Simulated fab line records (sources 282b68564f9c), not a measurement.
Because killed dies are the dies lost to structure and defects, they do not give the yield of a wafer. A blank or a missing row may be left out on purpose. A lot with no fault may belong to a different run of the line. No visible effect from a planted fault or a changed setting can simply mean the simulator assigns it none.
fab line records / flow rit-cmos
record lots=5 wafers=15 last-day=7
route steps=202 shown NLDD@105
lots untouched by any fault: they come from a run of this same line in which no faults occurred
start-h: hours from the record's opening day to when the first of the lot's shown wafers began / wait-h: hours since the lot's step before / " unchanged from the row above / L1.1+2: a single row standing in for several wafers / - value missing, or start not given / * or withheld: withheld / < > ~ a bound
route shown NAME@n: names a module that has steps shown in the file, with the first one's number in the route / usual: mean and standard deviation over wafers with no fault / same: alike in all rows / chamber/n: place in a boat / sites: the reading at each site / _std_site: the standard deviation of these / _edge_site: the outer-site mean with the inner-site mean subtracted / radius-mm: for every site, how far away it sits from the centre of the wafer / mask NAME#n: copy n / behind: the tool/chamber that last shaped the wafer / hold: the reason the lot was held/the length of the hold in hours/how it ended / device: names the non-switching transistor (n, p or np) / end of line: the route-end tests of the same wafers / for a step that has no rows: nothing shown but its recipe / killed: count of dies lost to structure and defects at first sort (not the wafer's yield) / map: the dies of a wafer, with x for killed, . for not killed, _ for no die there
set.NAME: the setting that was run; set.NAME@STEP: the one run at that earlier step / model.NAME: the simulator's own value behind a step, which no gauge read
lots at some steps of the route; a table a step, a row a wafer
services: the hour from which a tool's chamber was out of use, counted from the record's first day as start-h (under 0 if before that day), plus the number of hours and why
## steps
# step RIT_NLDD_SOFTBAKE_02
# recipe resist=NOVOLAK temp-c=90 time-s=60
# usual exhaust-pa=45.1/0.86
lot.wafer=L077.2 tool=litho-track-04 chamber=0 start-h=58.37 wait-h=0.1 exhaust-pa=44.3
lot.wafer=L077.3 tool=litho-track-04 chamber=0 start-h=58.37 wait-h=0.1 exhaust-pa=44.5
lot.wafer=L077.6 tool=litho-track-04 chamber=0 start-h=58.37 wait-h=0.1 exhaust-pa=44.7
lot.wafer=L080.1 tool=litho-track-01 chamber=0 start-h=72.78 wait-h=0.1 exhaust-pa=44.9
lot.wafer=L080.2 tool=litho-track-01 chamber=0 start-h=72.78 wait-h=0.1 exhaust-pa=45.6
lot.wafer=L080.4 tool=litho-track-01 chamber=0 start-h=72.78 wait-h=0.1 exhaust-pa=44.2
lot.wafer=L083.1 tool=litho-track-03 chamber=0 start-h=86.16 wait-h=0.1 exhaust-pa=45.6
lot.wafer=L083.2 tool=litho-track-03 chamber=0 start-h=86.16 wait-h=0.1 exhaust-pa=45.5
lot.wafer=L083.4 tool=litho-track-03 chamber=0 start-h=86.16 wait-h=0.1 exhaust-pa=44.8
lot.wafer=L085.2 tool=litho-track-01 chamber=0 start-h=97.48 wait-h=0.1 exhaust-pa=44.0
lot.wafer=L085.3 tool=litho-track-01 chamber=0 start-h=97.48 wait-h=0.1 exhaust-pa=44.0
lot.wafer=L085.6 tool=litho-track-01 chamber=0 start-h=97.48 wait-h=0.1 exhaust-pa=44.4
lot.wafer=L094.1 tool=litho-track-01 chamber=0 start-h=142.73 wait-h=0.1 exhaust-pa=44.5
lot.wafer=L094.3 tool=litho-track-01 chamber=0 start-h=142.73 wait-h=0.1 exhaust-pa=44.7
lot.wafer=L094.6 tool=litho-track-01 chamber=0 start-h=142.73 wait-h=0.1 exhaust-pa=43.3
# step RIT_NLDD_EXPOSE_03
# recipe mask-id=M7 na=0.57 target-cd-nm=40700 dose-mj=250
# usual exposure-dose-mJ-cm2=249.96/0.26
lot.wafer=L077.2 tool=iline-stepper-01 chamber=0 start-h=58.51 wait-h=0.1 mask=M7#0 exposure-dose-mJ-cm2=249.83
lot.wafer=L077.3 tool=iline-stepper-01 chamber=0 start-h=58.51 wait-h=0.1 mask=M7#0 exposure-dose-mJ-cm2=249.62
lot.wafer=L077.6 tool=iline-stepper-01 chamber=0 start-h=58.51 wait-h=0.1 mask=M7#0 exposure-dose-mJ-cm2=249.47
lot.wafer=L080.1 tool=iline-stepper-01 chamber=0 start-h=73.05 wait-h=0.2 mask=M7#0 exposure-dose-mJ-cm2=250.32
lot.wafer=L080.2 tool=iline-stepper-01 chamber=0 start-h=73.05 wait-h=0.2 mask=M7#0 exposure-dose-mJ-cm2=250.25
lot.wafer=L080.4 tool=iline-stepper-01 chamber=0 start-h=73.05 wait-h=0.2 mask=M7#0 exposure-dose-mJ-cm2=250.04
lot.wafer=L083.1 tool=iline-stepper-02 chamber=0 start-h=86.31 wait-h=0.1 mask=M7#0 exposure-dose-mJ-cm2=249.92
lot.wafer=L083.2 tool=iline-stepper-02 chamber=0 start-h=86.31 wait-h=0.1 mask=M7#0 exposure-dose-mJ-cm2=249.88
lot.wafer=L083.4 tool=iline-stepper-02 chamber=0 start-h=86.31 wait-h=0.1 mask=M7#0 exposure-dose-mJ-cm2=250.01
lot.wafer=L085.2 tool=iline-stepper-02 chamber=0 start-h=97.74 wait-h=0.2 mask=M7#0 exposure-dose-mJ-cm2=249.75
lot.wafer=L085.3 tool=iline-stepper-02 chamber=0 start-h=97.74 wait-h=0.2 mask=M7#0 exposure-dose-mJ-cm2=250.19
lot.wafer=L085.6 tool=iline-stepper-02 chamber=0 start-h=97.74 wait-h=0.2 mask=M7#0 exposure-dose-mJ-cm2=249.98
lot.wafer=L094.1 tool=iline-stepper-01 chamber=0 start-h=143.00 wait-h=0.2 mask=M7#0 exposure-dose-mJ-cm2=250.04
lot.wafer=L094.3 tool=iline-stepper-01 chamber=0 start-h=143.00 wait-h=0.2 mask=M7#0 exposure-dose-mJ-cm2=250.04
lot.wafer=L094.6 tool=iline-stepper-01 chamber=0 start-h=143.00 wait-h=0.2 mask=M7#0 exposure-dose-mJ-cm2=250.42
# step RIT_NLDD_PEB_04
# recipe resist=NOVOLAK temp-c=withheld time-s=withheld
# usual exhaust-pa=45.1/0.98
lot.wafer=L077.2 tool=litho-track-04 chamber=0 start-h=58.64 wait-h=0.1 exhaust-pa=45.6
lot.wafer=L077.3 tool=litho-track-04 chamber=0 start-h=58.64 wait-h=0.1 exhaust-pa=45.7
lot.wafer=L077.6 tool=litho-track-04 chamber=0 start-h=58.64 wait-h=0.1 exhaust-pa=44.3
lot.wafer=L080.1 tool=litho-track-01 chamber=0 start-h=73.17 wait-h=0.1 exhaust-pa=44.2
lot.wafer=L080.2 tool=litho-track-01 chamber=0 start-h=73.17 wait-h=0.1 exhaust-pa=44.3
lot.wafer=L080.4 tool=litho-track-01 chamber=0 start-h=73.17 wait-h=0.1 exhaust-pa=45.1
lot.wafer=L083.1 tool=litho-track-03 chamber=0 start-h=86.43 wait-h=0.1 exhaust-pa=45.7
lot.wafer=L083.2 tool=litho-track-03 chamber=0 start-h=86.43 wait-h=0.1 exhaust-pa=45.4
lot.wafer=L083.4 tool=litho-track-03 chamber=0 start-h=86.43 wait-h=0.1 exhaust-pa=45.4
lot.wafer=L085.2 tool=litho-track-01 chamber=0 start-h=97.87 wait-h=0.1 exhaust-pa=43.0
lot.wafer=L085.3 tool=litho-track-01 chamber=0 start-h=97.87 wait-h=0.1 exhaust-pa=44.3
lot.wafer=L085.6 tool=litho-track-01 chamber=0 start-h=97.87 wait-h=0.1 exhaust-pa=44.4
lot.wafer=L094.1 tool=litho-track-04 chamber=0 start-h=143.12 wait-h=0.1 exhaust-pa=46.6
lot.wafer=L094.3 tool=litho-track-04 chamber=0 start-h=143.12 wait-h=0.1 exhaust-pa=44.8
lot.wafer=L094.6 tool=litho-track-04 chamber=0 start-h=143.12 wait-h=0.1 exhaust-pa=45.1
# step RIT_NLDD_DEVELOP_05
# recipe resist=NOVOLAK develop-time-s=50 dev-temp-c=23
# usual exhaust-pa=44.8/0.8
lot.wafer=L077.2 tool=litho-track-04 chamber=0 start-h=- wait-h=- exhaust-pa=44.0
lot.wafer=L077.3 tool=litho-track-04 chamber=0 start-h=- wait-h=- exhaust-pa=45.4
lot.wafer=L077.6 tool=litho-track-04 chamber=0 start-h=- wait-h=- exhaust-pa=44.4
lot.wafer=L080.1 tool=litho-track-01 chamber=0 start-h=- wait-h=- exhaust-pa=44.4
lot.wafer=L080.2 tool=litho-track-01 chamber=0 start-h=- wait-h=- exhaust-pa=44.4
lot.wafer=L080.4 tool=litho-track-01 chamber=0 start-h=- wait-h=- exhaust-pa=45.1
lot.wafer=L083.1 tool=litho-track-03 chamber=0 start-h=- wait-h=- exhaust-pa=43.4
lot.wafer=L083.2 tool=litho-track-03 chamber=0 start-h=- wait-h=- exhaust-pa=44.3
lot.wafer=L083.4 tool=litho-track-03 chamber=0 start-h=- wait-h=- exhaust-pa=44.0
lot.wafer=L085.2 tool=litho-track-01 chamber=0 start-h=- wait-h=- exhaust-pa=45.6
lot.wafer=L085.3 tool=litho-track-01 chamber=0 start-h=- wait-h=- exhaust-pa=44.4
lot.wafer=L085.6 tool=litho-track-01 chamber=0 start-h=- wait-h=- exhaust-pa=45.3
lot.wafer=L094.1 tool=litho-track-04 chamber=0 start-h=- wait-h=- exhaust-pa=43.7
lot.wafer=L094.3 tool=litho-track-04 chamber=0 start-h=- wait-h=- exhaust-pa=44.9
lot.wafer=L094.6 tool=litho-track-04 chamber=0 start-h=- wait-h=- exhaust-pa=45.0
# step RIT_NLDD_OVL_MEAS_06
# usual NLDD_OVL=0.3/1.1
lot.wafer=L077.2 tool=overlay-01 chamber=- start-h=58.90 wait-h=- NLDD_OVL[nm]=2.0
lot.wafer=L077.3 tool=overlay-01 chamber=- start-h=58.90 wait-h=- NLDD_OVL[nm]=1.7
lot.wafer=L077.6 tool=overlay-01 chamber=- start-h=58.90 wait-h=- NLDD_OVL[nm]=-0.1
lot.wafer=L080.1 tool=overlay-01 chamber=- start-h=73.45 wait-h=- NLDD_OVL[nm]=0.2
lot.wafer=L080.2 tool=overlay-01 chamber=- start-h=73.45 wait-h=- NLDD_OVL[nm]=0.7
lot.wafer=L080.4 tool=overlay-01 chamber=- start-h=73.45 wait-h=- NLDD_OVL[nm]=0.5
lot.wafer=L083.1 tool=overlay-02 chamber=- start-h=86.71 wait-h=- NLDD_OVL[nm]=2.4
lot.wafer=L083.2 tool=overlay-02 chamber=- start-h=86.71 wait-h=- NLDD_OVL[nm]=2.0
lot.wafer=L083.4 tool=overlay-02 chamber=- start-h=86.71 wait-h=- NLDD_OVL[nm]=0.3
lot.wafer=L085.2 tool=overlay-02 chamber=- start-h=98.13 wait-h=- NLDD_OVL[nm]=-0.7
lot.wafer=L085.3 tool=overlay-02 chamber=- start-h=98.13 wait-h=- NLDD_OVL[nm]=-1.2
lot.wafer=L085.6 tool=overlay-02 chamber=- start-h=98.13 wait-h=- NLDD_OVL[nm]=0.4
lot.wafer=L094.1 tool=overlay-01 chamber=- start-h=143.40 wait-h=- NLDD_OVL[nm]=0.5
lot.wafer=L094.3 tool=overlay-01 chamber=- start-h=143.40 wait-h=- NLDD_OVL[nm]=0.6
lot.wafer=L094.6 tool=overlay-01 chamber=- start-h=143.40 wait-h=- NLDD_OVL[nm]=1.6
# step RIT_NLDD_HARDBAKE_07
# recipe resist=NOVOLAK temp-c=139.5 time-s=60
# usual exhaust-pa=45.0/0.89
lot.wafer=L077.2 tool=litho-track-01 chamber=0 start-h=58.96 wait-h=0.0 exhaust-pa=45.9
lot.wafer=L077.3 tool=litho-track-01 chamber=0 start-h=58.96 wait-h=0.0 exhaust-pa=43.3
lot.wafer=L077.6 tool=litho-track-01 chamber=0 start-h=58.96 wait-h=0.0 exhaust-pa=45.5
lot.wafer=L080.1 tool=litho-track-04 chamber=0 start-h=73.49 wait-h=0.0 exhaust-pa=45.7
lot.wafer=L080.2 tool=litho-track-04 chamber=0 start-h=73.49 wait-h=0.0 exhaust-pa=44.1
lot.wafer=L080.4 tool=litho-track-04 chamber=0 start-h=73.49 wait-h=0.0 exhaust-pa=43.4
lot.wafer=L083.1 tool=litho-track-03 chamber=0 start-h=86.75 wait-h=0.0 exhaust-pa=43.9
lot.wafer=L083.2 tool=litho-track-03 chamber=0 start-h=86.75 wait-h=0.0 exhaust-pa=44.1
lot.wafer=L083.4 tool=litho-track-03 chamber=0 start-h=86.75 wait-h=0.0 exhaust-pa=43.7
lot.wafer=L085.2 tool=litho-track-03 chamber=0 start-h=98.18 wait-h=0.0 exhaust-pa=45.6
lot.wafer=L085.3 tool=litho-track-03 chamber=0 start-h=98.18 wait-h=0.0 exhaust-pa=44.8
lot.wafer=L085.6 tool=litho-track-03 chamber=0 start-h=98.18 wait-h=0.0 exhaust-pa=46.8
lot.wafer=L094.1 tool=litho-track-04 chamber=0 start-h=143.44 wait-h=0.0 exhaust-pa=44.8
lot.wafer=L094.3 tool=litho-track-04 chamber=0 start-h=143.44 wait-h=0.0 exhaust-pa=46.0
lot.wafer=L094.6 tool=litho-track-04 chamber=0 start-h=143.44 wait-h=0.0 exhaust-pa=46.1
# step RIT_NLDD_IMPLANT_08
# recipe species=P energy-kev=20 dose-cm2=5e+14 tilt-deg=7
lot.wafer=L077.2+3+6 tool=implanter-01 chamber=0 start-h=59.11 wait-h=0.1
lot.wafer=L080.1+2+4 tool=implanter-04 chamber=0 start-h=73.64 wait-h=0.1
lot.wafer=L083.1+2+4 tool=implanter-02 chamber=0 start-h=86.90 wait-h=0.1
lot.wafer=L085.2+3+6 tool=implanter-04 chamber=0 start-h=98.33 wait-h=0.1
lot.wafer=L094.1+3+6 tool=implanter-01 chamber=0 start-h=143.59 wait-h=0.1
# step RIT_NLDD_STRIP_09
# recipe chemistry=O2 time-s=180 resist=NOVOLAK platen-temp-c=withheld power-w=500 pressure-mtorr=4000 o2-flow-sccm=4000
# usual drypump-motor-current-A=5.4/0.36
lot.wafer=L077.2 tool=plasma-asher-04 chamber=1 start-h=59.23 wait-h=0.1 drypump-motor-current-A=4.9 rf-hours-counter-h=42
lot.wafer=L077.3 tool=plasma-asher-04 chamber=1 start-h=59.23 wait-h=0.1 drypump-motor-current-A=4.9 rf-hours-counter-h=-
lot.wafer=L077.6 tool=plasma-asher-04 chamber=1 start-h=59.23 wait-h=0.1 drypump-motor-current-A=4.9 rf-hours-counter-h=-
lot.wafer=L080.1 tool=plasma-asher-02 chamber=0 start-h=73.79 wait-h=0.1 drypump-motor-current-A=5.8 rf-hours-counter-h=43
lot.wafer=L080.2 tool=plasma-asher-02 chamber=1 start-h=73.79 wait-h=0.1 drypump-motor-current-A=5.7 rf-hours-counter-h=43
lot.wafer=L080.4 tool=plasma-asher-02 chamber=1 start-h=73.79 wait-h=0.1 drypump-motor-current-A=5.7 rf-hours-counter-h=-
lot.wafer=L083.1 tool=plasma-asher-02 chamber=0 start-h=87.05 wait-h=0.1 drypump-motor-current-A=5.8 rf-hours-counter-h=44
lot.wafer=L083.2 tool=plasma-asher-02 chamber=1 start-h=87.05 wait-h=0.1 drypump-motor-current-A=5.7 rf-hours-counter-h=44
lot.wafer=L083.4 tool=plasma-asher-02 chamber=1 start-h=87.05 wait-h=0.1 drypump-motor-current-A=5.7 rf-hours-counter-h=-
lot.wafer=L085.2 tool=plasma-asher-04 chamber=0 start-h=98.46 wait-h=0.1 drypump-motor-current-A=5.4 rf-hours-counter-h=46
lot.wafer=L085.3 tool=plasma-asher-04 chamber=1 start-h=98.46 wait-h=0.1 drypump-motor-current-A=4.9 rf-hours-counter-h=-
lot.wafer=L085.6 tool=plasma-asher-04 chamber=1 start-h=98.46 wait-h=0.1 drypump-motor-current-A=4.9 rf-hours-counter-h=-
lot.wafer=L094.1 tool=plasma-asher-02 chamber=0 start-h=143.74 wait-h=0.1 drypump-motor-current-A=5.8 rf-hours-counter-h=3
lot.wafer=L094.3 tool=plasma-asher-02 chamber=1 start-h=143.74 wait-h=0.1 drypump-motor-current-A=5.7 rf-hours-counter-h=-
lot.wafer=L094.6 tool=plasma-asher-02 chamber=0 start-h=143.74 wait-h=0.1 drypump-motor-current-A=5.8 rf-hours-counter-h=-
# step RIT_NLDD_TW_MEAS_10
# usual NLDD_TW=2457/16
lot.wafer=L077.2 tool=film-metro-03 chamber=- start-h=59.42 wait-h=0.1 NLDD_TW=2448
lot.wafer=L077.3 tool=film-metro-03 chamber=- start-h=59.42 wait-h=0.1 NLDD_TW=2440
lot.wafer=L077.6 tool=film-metro-03 chamber=- start-h=59.42 wait-h=0.1 NLDD_TW=2435
lot.wafer=L080.1 tool=film-metro-02 chamber=- start-h=73.96 wait-h=0.1 NLDD_TW=2468
lot.wafer=L080.2 tool=film-metro-02 chamber=- start-h=73.96 wait-h=0.1 NLDD_TW=2474
lot.wafer=L080.4 tool=film-metro-02 chamber=- start-h=73.96 wait-h=0.1 NLDD_TW=2478
lot.wafer=L083.1 tool=film-metro-04 chamber=- start-h=87.22 wait-h=0.1 NLDD_TW=2460
lot.wafer=L083.2 tool=film-metro-04 chamber=- start-h=87.22 wait-h=0.1 NLDD_TW=2455
lot.wafer=L083.4 tool=film-metro-04 chamber=- start-h=87.22 wait-h=0.1 NLDD_TW=2446
lot.wafer=L085.2 tool=film-metro-03 chamber=- start-h=98.64 wait-h=0.1 NLDD_TW=2431
lot.wafer=L085.3 tool=film-metro-03 chamber=- start-h=98.64 wait-h=0.1 NLDD_TW=2439
lot.wafer=L085.6 tool=film-metro-03 chamber=- start-h=98.64 wait-h=0.1 NLDD_TW=2436
lot.wafer=L094.1 tool=film-metro-04 chamber=- start-h=143.91 wait-h=0.1 NLDD_TW=2449
lot.wafer=L094.3 tool=film-metro-04 chamber=- start-h=143.91 wait-h=0.1 NLDD_TW=2461
lot.wafer=L094.6 tool=film-metro-04 chamber=- start-h=143.91 wait-h=0.1 NLDD_TW=2441
## services
tool=iline-stepper-02 chamber=- start-h=56.60 hours=4.4 kind=pm
tool=implanter-02 chamber=- start-h=57.12 hours=3.5 kind=repair
tool=plasma-asher-04 chamber=- start-h=68.29 hours=2.8 kind=pm
tool=iline-stepper-01 chamber=- start-h=77.74 hours=21.2 kind=repair
tool=implanter-02 chamber=- start-h=80.04 hours=1.5 kind=repair
tool=implanter-04 chamber=- start-h=85.60 hours=4.5 kind=pm
tool=plasma-asher-02 chamber=- start-h=91.14 hours=0.5 kind=repair
tool=plasma-asher-02 chamber=- start-h=104.86 hours=3.3 kind=repair
tool=plasma-asher-02 chamber=- start-h=105.39 hours=0.4 kind=repair
tool=plasma-asher-02 chamber=- start-h=108.81 hours=9.0 kind=pm
tool=plasma-asher-02 chamber=0 start-h=108.81 hours=9.0 kind=vent-cycle
tool=plasma-asher-02 chamber=1 start-h=108.81 hours=9.0 kind=vent-cycle
tool=iline-stepper-01 chamber=- start-h=113.09 hours=2.1 kind=pm
tool=iline-stepper-01 chamber=- start-h=115.17 hours=- kind=consumable-replace:lamp
tool=plasma-asher-02 chamber=0 start-h=117.81 hours=- kind=clean
tool=plasma-asher-02 chamber=1 start-h=117.81 hours=- kind=clean
tool=iline-stepper-01 chamber=0 start-h=119.81 hours=- kind=calibration
tool=iline-stepper-02 chamber=- start-h=136.02 hours=1.7 kind=pm
## key
fault none
